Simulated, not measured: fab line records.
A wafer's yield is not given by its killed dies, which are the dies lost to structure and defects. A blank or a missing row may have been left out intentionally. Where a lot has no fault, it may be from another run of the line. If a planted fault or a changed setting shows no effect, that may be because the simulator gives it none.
fab line records	flow berkeleyCmos170
record: lots: 5	wafers: 23
route steps=331 shown PWELL@39 SACOX@98 NVT@105 PVT@122 GATE@136 PLDD@146
startH: the number of hours between the record's first day and the start of the first shown wafer of the lot	waitH: hours since the lot's step before	" identical to the entry in the row above	L1.1+2: a row that stands for several wafers	- no value present, or no start provided	* or withheld: withheld	< > ~ a bound
route shown NAME@n: NAME is a module with steps in the file, n the number in the route of the first one	usual: mean/standard deviation of fault-free wafers	same: alike in all rows	chamber/n: place in a boat	sites: the reading at each site	_std_site: their standard deviation	_edge_site: the outer-site mean with the inner-site mean subtracted	radiusMm: for every site, how far away it sits from the centre of the wafer	mask NAME#n: copy n	behind: tool/chamber where the wafer was last shaped	hold: cause of the lot's hold/its duration in hours/its outcome	device: transistor that didn't switch, given as n, p or np	end of line: the tests these same wafers got at the end of their route	a step given without rows: its recipe and nothing more	killed: dies that structure and defects cost at the first sort, which is not the same as the wafer's yield	map: a wafer's dies, marking killed ones x, the rest . and places with no die _
set.NAME: the run value of the setting; set.NAME@STEP: its run value at that earlier step	model.NAME: the simulator's own value behind a step, which no gauge read
lots where settings were altered on purpose, with a table for each step and a row for each wafer
== steps ==
step: UCB170_PWELL_CVD_05
recipe: material: Si3N4	targetThkNm: 220	tempC: 800	precursor: SiH2Cl2/NH3	timeS: 3300	pressureMtorr: 200	sih2cl2FlowSccm: 25	nh3FlowSccm: 75
lot.wafer	tool	chamber	startH	waitH	set.timeS	model.Si3N4_of_PWELL_CVD_05.thkNm
L076.1	-	-	-	1.4	3300	224.5
L076.2	"	-	"	"	3300	223.5
L076.3	"	-	"	"	3300	222.9
L076.4	"	-	"	"	3300	223.1
L076.5	"	-	"	"	3300	223.9
L078.1	-	-	-	0.0	3300	219.5
L078.2	"	-	"	"	3300	219.2
L078.3	"	-	"	"	3300	220.5
L078.5	"	-	"	"	3300	218.9
L078.6	"	-	"	"	3300	218.7
L079.1	lpcvd-02	0	73.03	0.0	3300	218.7
L079.4	"	0	"	"	3300	217.8
L079.6	"	0	"	"	3300	217.9
L080.1	-	-	-	0.0	3786	250.7
L080.2	"	-	"	"	3786	249.2
L080.3	"	-	"	"	3786	250.5
L080.4	"	-	"	"	3786	249.4
L080.6	"	-	"	"	3786	251.4
L081.1	-	-	-	0.0	3167	208.6
L081.2	"	-	"	"	3167	209.2
L081.3	"	-	"	"	3167	208
L081.5	"	-	"	"	3167	208.9
L081.6	"	-	"	"	3167	208.4
step: UCB170_PWELL_THK_MEAS_06
recipe: reads: Si3N4_of_PWELL_CVD_05
usual: PWELL_NITRIDE_THK: 219.6/2.1
lot.wafer	tool	chamber	startH	waitH	set.timeS@PWELL_CVD_05	PWELL_NITRIDE_THK[nm]
L076.1	filmMetro-02	-	-	-	3300	224.5
L076.2	"	-	"	"	3300	223.6
L076.3	"	-	"	"	3300	222.8
L076.4	"	-	"	"	3300	223.1
L076.5	"	-	"	"	3300	223.7
L079.1	filmMetro-02	-	74.94	0.0	3300	218.6
L079.4	"	-	"	"	3300	217.8
L079.6	"	-	"	"	3300	218.0
L078.1	filmMetro-02	-	-	-	3300	219.5
L078.2	"	-	"	"	3300	219.1
L078.3	"	-	"	"	3300	220.5
L078.5	"	-	"	"	3300	219.0
L078.6	"	-	"	"	3300	218.7
L080.1	filmMetro-02	-	-	-	3786	250.6
L080.2	"	-	"	"	3786	249.2
L080.3	"	-	"	"	3786	250.6
L080.4	"	-	"	"	3786	249.6
L080.6	"	-	"	"	3786	251.3
L081.1	filmMetro-03	-	-	-	3167	208.5
L081.2	"	-	"	"	3167	209.2
L081.3	"	-	"	"	3167	207.8
L081.5	"	-	"	"	3167	208.9
L081.6	"	-	"	"	3167	208.4
step: UCB170_PWELL_COAT_08
recipe: resist: KrF	spinRpm: 1500	resistThkNm: 900
lot.wafer	tool	chamber	startH	waitH	set.resistThkNm	model.KrF_of_PWELL_COAT_08.thkNm
L076.1	lithoTrack-01	0	64.98	0.1	900	902.8
L076.2	"	0	"	"	919.3	922.5
L076.3	"	0	"	"	919.3	924.2
L076.4	"	0	"	"	900	904.4
L076.5	"	0	"	"	900	904
L079.1	lithoTrack-04	0	75.76	0.1	900	901.8
L079.4	"	0	"	"	900	901
L079.6	"	0	"	"	900	900.2
L078.1	lithoTrack-04	0	76.21	0.1	900	898.1
L078.2	"	0	"	"	900	898.6
L078.3	"	0	"	"	935.9	935.8
L078.5	"	0	"	"	935.9	937
L078.6	"	0	"	"	900	897.8
L080.1	lithoTrack-01	0	91.02	0.1	849.1	847.4
L080.2	"	0	"	"	900	899.7
L080.3	"	0	"	"	849.1	847.6
L080.4	"	0	"	"	900	899.5
L080.6	"	0	"	"	900	898.2
L081.1	lithoTrack-02	0	91.02	0.1	900	900
L081.2	"	0	"	"	918.3	916.9
L081.3	"	0	"	"	900	901.4
L081.5	"	0	"	"	918.3	916.5
L081.6	"	0	"	"	900	903.4
step: UCB170_PWELL_SOFTBAKE_09
recipe: resist: KrF	tempC: 130	timeS: 60
step: UCB170_PWELL_EXPOSE_10
recipe: maskId: PWELL	targetCdNm: 3000	na: 0.5	sigmaOuter: 0.6	sourceShape: conventional	doseMj: 19
step: UCB170_PWELL_DEVELOP_12
recipe: developer: TMAH	developTimeS: 45	resist: KrF	devTempC: 21
step: UCB170_PWELL_ETCH_14
recipe: chemistry: CH3F/Ar/O2	target: Si3N4	stopOn: SiO2	CH3F_flow_sccm: 20	Ar_flow_sccm: 50	O2_flow_sccm: 7	pressureMtorr: 50	rfW: 450	targetDepthA: 2420	overEtchFrac: 0.1	timeS: 151
lot.wafer	tool	chamber	startH	waitH	set.timeS@PWELL_CVD_05	set.resistThkNm@PWELL_COAT_08	model.etch.depthNm	model.KrF_of_PWELL_COAT_08.thkNm
L076.1	rieDiel-01	2	66.53	0.0	3300	900	224.5	724.9
L076.2	"	1	"	"	3300	919.3	223.5	749.8
L076.3	"	0	"	"	3300	919.3	222.9	751.1
L076.4	"	0	"	"	3300	900	223.1	732.9
L076.5	"	1	"	"	3300	900	223.9	730.6
L079.1	rieDiel-01	1	77.28	0.0	3300	900	218.7	729.1
L079.4	"	2	"	"	3300	900	217.8	724.2
L079.6	"	2	"	"	3300	900	217.9	722.8
L078.1	rieDiel-03	2	78.00	0.0	3300	900	219.5	720.8
L078.2	"	1	"	"	3300	900	219.2	722
L078.3	"	3	"	"	3300	935.9	220.5	758.7
L078.5	"	2	"	"	3300	935.9	218.9	760.5
L078.6	"	1	"	"	3300	900	218.7	722.9
L080.1	rieDiel-03	0	91.87	0.0	3786	849.1	245.3	669.7
L080.2	"	2	"	"	3786	900	245.1	722.1
L080.3	"	1	"	"	3786	849.1	243.7	670.9
L080.4	"	3	"	"	3786	900	248	719.9
L080.6	"	2	"	"	3786	900	245.3	720.5
L081.1	rieDiel-01	3	92.11	0.0	3167	900	208.6	728.5
L081.2	"	2	"	"	3167	918.3	209.2	741.4
L081.3	"	0	"	"	3167	900	208	731.3
L081.5	"	0	"	"	3167	918.3	208.9	745.9
L081.6	"	3	"	"	3167	900	208.4	731.6
step: UCB170_PWELL_IMPLANT_15
recipe: species: B	doseCm2: 5e+12	energyKev: 59.24	tiltDeg: 7
step: UCB170_PWELL_STRIP_16
recipe: chemistry: O2	powerW: 400	pressureMtorr: 3500	platenTempC: withheld	o2FlowSccm: 400	overashFraction: 0.5
usual: stripTimeToEndpointS: 18.10/0.097
lot.wafer	tool	chamber	startH	waitH	set.resistThkNm@PWELL_COAT_08	stripTimeToEndpointS
L076.1	plasmaAsher-01	1	66.78	0.1	900	18.12
L076.2	"	0	"	"	919.3	18.68
L076.3	"	1	"	"	919.3	18.74
L076.4	"	0	"	"	900	18.30
L076.5	"	0	"	"	900	18.23
L079.1	plasmaAsher-01	1	77.53	0.1	900	18.20
L079.4	"	0	"	"	900	18.09
L079.6	"	1	"	"	900	18.03
L078.1	plasmaAsher-01	0	78.25	0.1	900	17.99
L078.2	"	1	"	"	900	18.02
L078.3	"	1	"	"	935.9	18.90
L078.5	"	0	"	"	935.9	18.96
L078.6	"	1	"	"	900	18.05
L080.1	plasmaAsher-01	1	92.12	0.1	849.1	16.77
L080.2	"	0	"	"	900	18.02
L080.3	"	0	"	"	849.1	16.81
L080.4	"	1	"	"	900	17.97
L080.6	"	0	"	"	900	18.00
L081.1	plasmaAsher-02	0	92.36	0.1	900	18.19
L081.2	"	1	"	"	918.3	18.50
L081.3	"	1	"	"	900	18.25
L081.5	"	1	"	"	918.3	18.59
L081.6	"	0	"	"	900	18.26
step: UCB170_SACOX_OXIDATION_01
recipe: tempC: 900	ambient: O2	targetThkA: 144	oxTimeS: 2400
lot.wafer	tool	chamber	startH	waitH	set.oxTimeS	model.SiO2_of_SACOX_OXIDATION_01.thkNm
L076.1+2	-	-	-	5.2	2500	15.08
L076.3	"	-	"	"	2500	14.95
L076.4	"	-	"	"	2500	15.28
L076.5	"	-	"	"	2500	15.1
L078.1	-	-	-	5.4	2718	15.44
L078.2	"	-	"	"	2718	15.28
L078.3	"	-	"	"	2718	15.43
L078.5	"	-	"	"	2718	15.3
L078.6	"	-	"	"	2718	15.58
L079.1	furnace-02	0	153.86	5.4	2400	14.35
L079.4	"	0	"	"	2400	14.23
L079.6	"	0	"	"	2400	14.43
L080.1	-	-	-	4.3	2263	13.7
L080.2	"	-	"	"	2263	13.53
L080.3	"	-	"	"	2263	13.6
L080.4	"	-	"	"	2263	13.57
L080.6	"	-	"	"	2263	13.64
L081.1	-	-	-	4.3	2400	14.14
L081.2	"	-	"	"	2400	14.3
L081.3	"	-	"	"	2400	14.11
L081.5	"	-	"	"	2400	14.18
L081.6	"	-	"	"	2400	13.98
step: UCB170_NVT_COAT_01
recipe: resist: KrF	spinRpm: 1500	resistThkNm: 900
lot.wafer	tool	chamber	startH	waitH	set.spinRpm	model.KrF_of_NVT_COAT_01.thkNm
L076.1	lithoTrack-02	0	149.64	0.1	1432	918.3
L076.2	"	0	"	"	1432	915.4
L076.3	"	0	"	"	1500	899.3
L076.4	"	0	"	"	1432	919
L076.5	"	0	"	"	1500	899.4
L078.1	lithoTrack-02	0	168.02	0.1	1500	894.5
L078.2	"	0	"	"	1500	894.1
L078.3	"	0	"	"	1500	896.4
L078.5	"	0	"	"	1500	894
L078.6	"	0	"	"	1500	894.8
L079.1	lithoTrack-04	0	168.02	0.1	1500	900.1
L079.4	"	0	"	"	1500	901.7
L079.6	"	0	"	"	1500	902.9
L080.1	lithoTrack-03	0	176.78	0.1	1500	899.3
L080.2	"	0	"	"	1500	901.5
L080.3	"	0	"	"	1536	890
L080.4	"	0	"	"	1500	902.5
L080.6	"	0	"	"	1536	889.6
L081.1	lithoTrack-02	0	176.85	0.1	1500	896.4
L081.2	"	0	"	"	1500	899.5
L081.3	"	0	"	"	1566	877.9
L081.5	"	0	"	"	1566	877.5
L081.6	"	0	"	"	1566	877.8
step: UCB170_NVT_SOFTBAKE_02
recipe: resist: KrF	tempC: 130	timeS: 60
step: UCB170_NVT_EXPOSE_03
recipe: maskId: PWELL	targetCdNm: 3000	na: 0.5	sigmaOuter: 0.6	sourceShape: conventional	doseMj: 30
step: UCB170_NVT_IMPLANT_07
recipe: species: BF2	doseCm2: 3e+12	energyKev: 50.97	tiltDeg: 7
step: UCB170_NVT_STRIP_08
recipe: chemistry: O2	powerW: 400	pressureMtorr: 3500	platenTempC: withheld	o2FlowSccm: 400	overashFraction: 0.5
usual: stripTimeToEndpointS: 21.61/0.061
lot.wafer	tool	chamber	startH	waitH	set.spinRpm@NVT_COAT_01	stripTimeToEndpointS
L076.1	plasmaAsher-04	0	150.85	0.1	1432	22.07
L076.2	"	1	"	"	1432	22.00
L076.3	"	0	"	"	1500	21.61
L076.4	"	1	"	"	1432	22.07
L076.5	"	0	"	"	1500	21.62
L078.1	plasmaAsher-04	1	169.33	0.1	1500	21.49
L078.2	"	0	"	"	1500	21.48
L078.3	"	0	"	"	1500	21.56
L078.5	"	1	"	"	1500	21.50
L078.6	"	0	"	"	1500	21.51
L079.1	plasmaAsher-03	0	169.60	0.1	1500	21.62
L079.4	"	1	"	"	1500	21.67
L079.6	"	0	"	"	1500	21.70
L080.1	plasmaAsher-01	1	178.16	0.1	1500	21.61
L080.2	"	0	"	"	1500	21.66
L080.3	"	1	"	"	1536	21.39
L080.4	"	0	"	"	1500	21.70
L080.6	"	1	"	"	1536	21.37
L081.1	plasmaAsher-04	1	178.31	0.1	1500	21.54
L081.2	"	0	"	"	1500	21.61
L081.3	"	0	"	"	1566	21.10
L081.5	"	0	"	"	1566	21.09
L081.6	"	1	"	"	1566	21.09
step: UCB170_PVT_IMPLANT_07
recipe: species: P	doseCm2: 2e+12	energyKev: 30	tiltDeg: 7
lot.wafer	tool	chamber	startH	waitH	set.energyKev	model.implant.drpNm
L076.1+2	implanter-04	0	152.51	0.0	30	16.56
L076.3+4+5	"	0	"	"	28.7	16.13
L078.1+2+3	implanter-01	0	170.57	0.0	30	16.56
L078.5+6	"	0	"	"	29.5	16.4
L079.1+4+6	implanter-03	0	170.94	0.0	30	16.56
L080.1+3	implanter-01	0	180.45	0.0	29.2	16.29
L080.2+4+6	"	0	"	"	30	16.56
L081.1+3+5	implanter-01	0	180.72	0.0	30	16.56
L081.2+6	"	0	"	"	29.52	16.4
step: UCB170_GATE_PEB_10
recipe: pebTempC: 130	pebTimeS: withheld	resist: KrF
lot.wafer	tool	chamber	startH	waitH	set.pebTempC
L076.1+2+3+4+5	lithoTrack-02	0	169.22	0.4	130
L078.1+5+6	lithoTrack-03	0	184.37	0.1	133
L078.2+3	"	0	"	"	130
L079.1+4+6	lithoTrack-01	0	184.61	0.1	130
L080.1+2+3+4+6	lithoTrack-01	0	190.25	0.3	130
L081.1+6	lithoTrack-01	0	190.52	0.3	131.9
L081.2+3+5	"	0	"	"	130
step: UCB170_GATE_DEVELOP_11
recipe: developer: TMAH	developTimeS: 45	resist: KrF	devTempC: 21
step: UCB170_GATE_CD_MEAS_12
recipe: targetCdNm: 350
usual: cdNm: 350.2/1.4
lot.wafer	tool	chamber	startH	waitH	set.pebTempC@GATE_PEB_10	cdNm
L076.1	cdSem-01	-	169.50	-	130	350.0
L076.2	"	-	"	"	130	348.2
L076.3	"	-	"	"	130	348.5
L076.4	"	-	"	"	130	351.3
L076.5	"	-	"	"	130	349.2
L078.1	cdSem-01	-	184.65	-	133	331.3
L078.2	"	-	"	"	130	349.0
L078.3	"	-	"	"	130	350.1
L078.5	"	-	"	"	133	333.8
L078.6	"	-	"	"	133	331.8
L079.1	cdSem-02	-	184.89	-	130	349.5
L079.4	"	-	"	"	130	350.2
L079.6	"	-	"	"	130	351.6
L080.1	cdSem-02	-	190.52	-	130	347.7
L080.2	"	-	"	"	130	349.7
L080.3	"	-	"	"	130	347.6
L080.4	"	-	"	"	130	347.4
L080.6	"	-	"	"	130	348.6
L081.1	cdSem-02	-	190.80	-	131.9	339.0
L081.2	"	-	"	"	130	348.6
L081.3	"	-	"	"	130	348.7
L081.5	"	-	"	"	130	349.8
L081.6	"	-	"	"	131.9	339.2
step: UCB170_GATE_ETCH_14
recipe: chemistry: N2/H2	targetDepthA: withheld	overetchA: withheld	target: BARC	timeS: withheld	sourceW: 500	biasW: 100	pressureMtorr: 30	n2FlowSccm: 100	h2FlowSccm: 200
step: UCB170_GATE_ETCH_15
recipe: chemistry: HBr/Cl2	target: poly-Si	stopOn: SiO2	overEtchFrac: 0.3	icpW: 300	biasW: 150	timeS: 56.3	pressureMtorr: 15	HBr_flow_sccm: 150	Cl2_flow_sccm: 50	targetDepthA: 2782
lot.wafer	tool	chamber	startH	waitH	set.pebTempC@GATE_PEB_10	model.GATE.cdNm
L076.1	rieSi-01	3	169.69	-	130	350.1
L076.2	"	2	"	"	130	348.6
L076.3	"	0	"	"	130	349.4
L076.4	"	1	"	"	130	351.2
L076.5	"	1	"	"	130	349.1
L078.1	rieSi-02	0	184.85	-	133	331
L078.2	"	3	"	"	130	347.7
L078.3	"	2	"	"	130	349.4
L078.5	"	3	"	"	133	333.4
L078.6	"	2	"	"	133	331.6
L079.1	rieSi-01	3	185.09	-	130	349.3
L079.4	"	1	"	"	130	349.9
L079.6	"	1	"	"	130	351.1
L080.1	rieSi-02	2	190.72	-	130	347.9
L080.2	"	0	"	"	130	349.1
L080.3	"	1	"	"	130	347.7
L080.4	"	3	"	"	130	347.6
L080.6	"	0	"	"	130	349
L081.1	rieSi-02	2	191.00	-	131.9	339.2
L081.2	"	1	"	"	130	349.5
L081.3	"	0	"	"	130	349.4
L081.5	"	3	"	"	130	349.9
L081.6	"	0	"	"	131.9	339
step: UCB170_GATE_STRIP_16
recipe: chemistry: O2	powerW: 400	pressureMtorr: 3500	platenTempC: withheld	o2FlowSccm: 400	overashFraction: 0.5
step: UCB170_GATE_CD_MEAS_90
recipe: targetCdNm: 350
usual: cdNm: 350.1/1.5
lot.wafer	tool	chamber	startH	waitH	set.pebTempC@GATE_PEB_10	cdNm
L076.1	cdSem-01	-	169.84	0.1	130	349.9
L076.2	"	-	"	"	130	348.6
L076.3	"	-	"	"	130	349.3
L076.4	"	-	"	"	130	351.6
L076.5	"	-	"	"	130	349.0
L078.1	cdSem-01	-	184.99	0.1	133	331.1
L078.2	"	-	"	"	130	347.6
L078.3	"	-	"	"	130	349.4
L078.5	"	-	"	"	133	333.7
L078.6	"	-	"	"	133	331.6
L079.1	cdSem-01	-	185.24	0.1	130	349.3
L079.4	"	-	"	"	130	350.0
L079.6	"	-	"	"	130	350.8
L080.1	cdSem-02	-	190.92	0.1	130	348.2
L080.2	"	-	"	"	130	349.0
L080.3	"	-	"	"	130	347.7
L080.4	"	-	"	"	130	347.6
L080.6	"	-	"	"	130	349.0
L081.1	cdSem-02	-	191.20	0.1	131.9	339.3
L081.2	"	-	"	"	130	349.9
L081.3	"	-	"	"	130	349.6
L081.5	"	-	"	"	130	350.4
L081.6	"	-	"	"	131.9	338.7
step: UCB170_PLDD_COAT_01
recipe: resist: KrF	spinRpm: 1500	resistThkNm: 900
lot.wafer	tool	chamber	startH	waitH	set.spinRpm	model.KrF_of_PLDD_COAT_01.thkNm
L076.1	lithoTrack-03	0	170.29	0.1	1423	924
L076.2	"	0	"	"	1423	926.2
L076.3	"	0	"	"	1500	903.3
L076.4	"	0	"	"	1500	899.6
L076.5	"	0	"	"	1423	927.4
L078.1	lithoTrack-04	0	186.40	0.1	1435	918.4
L078.2	"	0	"	"	1500	899.2
L078.3	"	0	"	"	1500	898.7
L078.5	"	0	"	"	1435	917.9
L078.6	"	0	"	"	1500	899.6
L079.1	lithoTrack-01	0	186.67	0.1	1500	899.2
L079.4	"	0	"	"	1500	898.2
L079.6	"	0	"	"	1500	900.7
L080.1	lithoTrack-04	0	191.46	0.1	1591	874.1
L080.2	"	0	"	"	1500	899.4
L080.3	"	0	"	"	1591	872.6
L080.4	"	0	"	"	1591	872.1
L080.6	"	0	"	"	1500	900.8
L081.1	lithoTrack-04	0	191.91	0.1	1500	898.9
L081.2	"	0	"	"	1500	901.3
L081.3	"	0	"	"	1500	899.2
L081.5	"	0	"	"	1500	897.7
L081.6	"	0	"	"	1500	900.6
step: UCB170_PLDD_IMPLANT_08
recipe: species: BF2	doseCm2: 5e+13	energyKev: 10	tiltDeg: 7	rotationDeg: 0
lot.wafer	tool	chamber	startH	waitH	set.doseCm2
L076.1+2+3	implanter-02	0	171.27	0.0	4.765e+13
L076.4+5	"	0	"	"	5e+13
L078.1+2+3+5+6	implanter-02	0	187.49	0.0	5e+13
L079.1+4+6	implanter-03	0	187.73	0.0	5e+13
L080.1+2+3	implanter-02	0	193.13	0.0	4.723e+13
L080.4+6	"	0	"	"	5e+13
L081.1+3+6	implanter-01	0	193.46	0.0	5e+13
L081.2+5	"	0	"	"	4.708e+13
step: UCB170_PLDD_IMPLANT_09
recipe: species: BF2	doseCm2: 5e+13	energyKev: 10	tiltDeg: 7	rotationDeg: 180
step: UCB170_PLDD_STRIP_10
recipe: chemistry: O2	powerW: 400	pressureMtorr: 3500	platenTempC: withheld	o2FlowSccm: 400	overashFraction: 0.5175
usual: stripTimeToEndpointS: 21.63/0.061
lot.wafer	tool	chamber	startH	waitH	set.spinRpm@PLDD_COAT_01	stripTimeToEndpointS
L076.1	plasmaAsher-02	1	171.57	0.1	1423	22.21
L076.2	"	0	"	"	1423	22.23
L076.3	"	0	"	"	1500	21.72
L076.4	"	1	"	"	1500	21.61
L076.5	"	1	"	"	1423	22.28
L078.1	plasmaAsher-01	1	187.79	0.1	1435	22.05
L078.2	"	0	"	"	1500	21.61
L078.3	"	1	"	"	1500	21.58
L078.5	"	1	"	"	1435	22.04
L078.6	"	0	"	"	1500	21.62
L079.1	plasmaAsher-03	0	188.03	0.1	1500	21.59
L079.4	"	0	"	"	1500	21.57
L079.6	"	0	"	"	1500	21.64
L080.1	plasmaAsher-03	1	193.43	0.1	1591	21.00
L080.2	"	0	"	"	1500	21.60
L080.3	"	0	"	"	1591	20.97
L080.4	"	1	"	"	1591	20.95
L080.6	"	0	"	"	1500	21.66
L081.1	plasmaAsher-03	0	193.76	0.1	1500	21.60
L081.2	"	1	"	"	1500	21.66
L081.3	"	0	"	"	1500	21.58
L081.5	"	0	"	"	1500	21.56
L081.6	"	1	"	"	1500	21.63
== key ==
split: step: UCB170_PWELL_CVD_05	setting: timeS	stated: 3300	by: lot
response: step: UCB170_PWELL_CVD_05	reading: model.Si3N4_of_PWELL_CVD_05.thkNm	change: +2.13	per: 1%	r: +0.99
response: step: UCB170_PWELL_THK_MEAS_06	reading: PWELL_NITRIDE_THK	change: +2.13	per: 1%	r: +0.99
response: step: UCB170_PWELL_ETCH_14	reading: model.etch.depthNm	change: +1.84	per: 1%	r: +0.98
split: step: UCB170_PWELL_COAT_08	setting: resistThkNm	stated: 900	by: wafer
response: step: UCB170_PWELL_COAT_08	reading: model.KrF_of_PWELL_COAT_08.thkNm	change: +9.14	per: 1%	r: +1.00
response: step: UCB170_PWELL_ETCH_14	reading: model.KrF_of_PWELL_COAT_08.thkNm	change: +8.97	per: 1%	r: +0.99
response: step: UCB170_PWELL_STRIP_16	reading: stripTimeToEndpointS	change: *	per: 1%	r: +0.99
split: step: UCB170_SACOX_OXIDATION_01	setting: oxTimeS	stated: 2400	by: lot
response: step: UCB170_SACOX_OXIDATION_01	reading: model.SiO2_of_SACOX_OXIDATION_01.thkNm	change: +0.098	per: 1%	r: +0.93
split: step: UCB170_NVT_COAT_01	setting: spinRpm	stated: 1500	by: wafer
response: step: UCB170_NVT_COAT_01	reading: model.KrF_of_NVT_COAT_01.thkNm	change: -4.35	per: 1%	r: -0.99
response: step: UCB170_NVT_STRIP_08	reading: stripTimeToEndpointS	change: *	per: 1%	r: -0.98
split: step: UCB170_PVT_IMPLANT_07	setting: energyKev	stated: 30	by: wafer
response: step: UCB170_PVT_IMPLANT_07	reading: model.implant.drpNm	change: +0.101	per: 1%	r: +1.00
split: step: UCB170_GATE_PEB_10	setting: pebTempC	stated: 130	by: wafer
response: step: UCB170_GATE_CD_MEAS_12	reading: cdNm	change: -7.28	per: 1%	r: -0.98
response: step: UCB170_GATE_ETCH_15	reading: model.GATE.cdNm	change: -7.17	per: 1%	r: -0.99
response: step: UCB170_GATE_CD_MEAS_90	reading: cdNm	change: -7.2	per: 1%	r: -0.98
split: step: UCB170_PLDD_COAT_01	setting: spinRpm	stated: 1500	by: wafer
response: step: UCB170_PLDD_COAT_01	reading: model.KrF_of_PLDD_COAT_01.thkNm	change: -4.54	per: 1%	r: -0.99
response: step: UCB170_PLDD_STRIP_10	reading: stripTimeToEndpointS	change: *	per: 1%	r: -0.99
split: step: UCB170_PLDD_IMPLANT_08	setting: doseCm2	stated: 5e+13	by: wafer
response none in this file
